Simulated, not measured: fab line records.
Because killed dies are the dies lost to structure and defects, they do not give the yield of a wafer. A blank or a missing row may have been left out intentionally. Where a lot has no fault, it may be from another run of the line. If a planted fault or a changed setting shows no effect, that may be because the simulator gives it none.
A struck lot beside a sound one ; flow berkeley_cmos170 ; 21 steps out of a route of 331
Sound: these wafers, L380.1, L380.4, L380.5. Wafers struck: L373.1, L373.4, L373.5. At the end, the cause is stated.
Each step with rows lists, per side, the tool, then ch with its chambers, then its first start. Under that, the readings that differ: sound wafers ; struck wafers ; difference of the means ; sigmas: that difference in standard deviations of wafers without a fault.
alike: a reading whose means differ by less than 2 such deviations, as well as words and numbers matching on both sides. not compared: withheld readings; readings where some wafer has no value; bounds like >300 that might hide an equal value; numbers whose values overlap and for which the record gives no deviation.
The two part at a step that has a row with sigmas, a row that says differs or no value, or rows on one side only. Non-overlapping numbers with no deviation appear without sigmas and do not part them. A reading missing from all wafers of one side parts the sides only when that side holds two or more wafers.

first, 3 steps without rows for these wafers: UCB170_PSD_EXPOSE_03 (exposes mask PSELECT MOD, target cd 1200 nm); UCB170_PSD_PEB_04; UCB170_PSD_DEVELOP_05 (develop time 45 s).
UCB170_PSD_CD_MEAS_06 targets a cd of 1200 nm.
  sound on cd_sem-01 at day 9 06:45; struck on cd_sem-02 at day 7 12:54
  alike: cd_nm
UCB170_PSD_OVL_MEAS_07:
  sound on overlay-01 at day 9 06:52; struck on overlay-02 at day 7 13:01
  alike: PSD_OVL
then, 1 step without rows for these wafers: UCB170_PSD_IMPLANT_08.
UCB170_PSD_STRIP_09: strips in O2.
  sound on plasma_asher-02 ch 0,1, day 9 07:04; struck on plasma_asher-04 ch 0,1, day 7 13:13
reading;sound;struck;difference;sigmas
oes_product_au (a.u.);0.609 0.606 0.601;0.596 0.592 0.591;-0.012;-3
  alike: drypump_motor_current_A, strip_time_to_endpoint_s
  not compared: rf_hours_counter_h
UCB170_PSD_TW_MEAS_10:
  sound on film_metro-02 at day 9 07:10; struck on film_metro-02 at day 7 13:19
  alike: PSD_TW
then, 4 steps without rows for these wafers: UCB170_PSD_CLEAN_11 (cleans in SPM, time 600 s); UCB170_NSD_HMDS_00 (prime time 60 s); UCB170_NSD_COAT_01 (resist thk 900 nm); UCB170_NSD_SOFTBAKE_02 (time 60 s).
UCB170_NSD_EXPOSE_03: exposes mask NSELECT MOD, target cd 1200 nm.
  sound on krf_scanner-02 ch 0, day 9 07:50; struck on krf_scanner-02 ch 0, day 7 14:08
reading;sound;struck;difference;sigmas
mask;NSELECT_MOD#0 NSELECT_MOD#0 NSELECT_MOD#0;PSELECT_MOD#0 PSELECT_MOD#0 PSELECT_MOD#0;differs;
then, 2 steps without rows for these wafers: UCB170_NSD_PEB_04; UCB170_NSD_DEVELOP_05 (develop time 45 s).
UCB170_NSD_CD_MEAS_06 targets a cd of 1200 nm.
  sound on cd_sem-02 at day 9 08:14; struck on cd_sem-01 at day 7 14:32
reading;sound;struck;difference;sigmas
cd_nm (nm);1198.8 1199.8 1199.5;- - -;no value on the struck wafers;
UCB170_NSD_OVL_MEAS_07:
  sound on overlay-01 at day 9 08:21; struck on overlay-01 at day 7 14:39
reading;sound;struck;difference;sigmas
NSD_OVL (nm);-8 -11 -8;- - -;no value on the struck wafers;
then, 1 step without rows for these wafers: UCB170_NSD_IMPLANT_08.
UCB170_NSD_STRIP_09: strips in O2.
  sound on plasma_asher-01 ch 0,1, day 9 08:32; struck on plasma_asher-01 ch 0,1, day 7 14:50
  alike: drypump_motor_current_A, oes_product_au, strip_time_to_endpoint_s
  not compared: rf_hours_counter_h
UCB170_NSD_TW_MEAS_10:
  sound on film_metro-03 at day 9 08:38; struck on film_metro-02 at day 7 15:10
reading;sound;struck;difference;sigmas
NSD_TW;4211 4219 4251;30 30 30;-4197;-99 or more
  not compared: hold
UCB170_M3_PROBE_99:
  the record holds rows for the sound wafers here (prober-01, day 10 14:29) but none for the struck ones

## WHERE THEY PART
Earliest at UCB170_PSD_STRIP_09; latest, in this record, at UCB170_M3_PROBE_99.

WHY: the cause the simulator had injected
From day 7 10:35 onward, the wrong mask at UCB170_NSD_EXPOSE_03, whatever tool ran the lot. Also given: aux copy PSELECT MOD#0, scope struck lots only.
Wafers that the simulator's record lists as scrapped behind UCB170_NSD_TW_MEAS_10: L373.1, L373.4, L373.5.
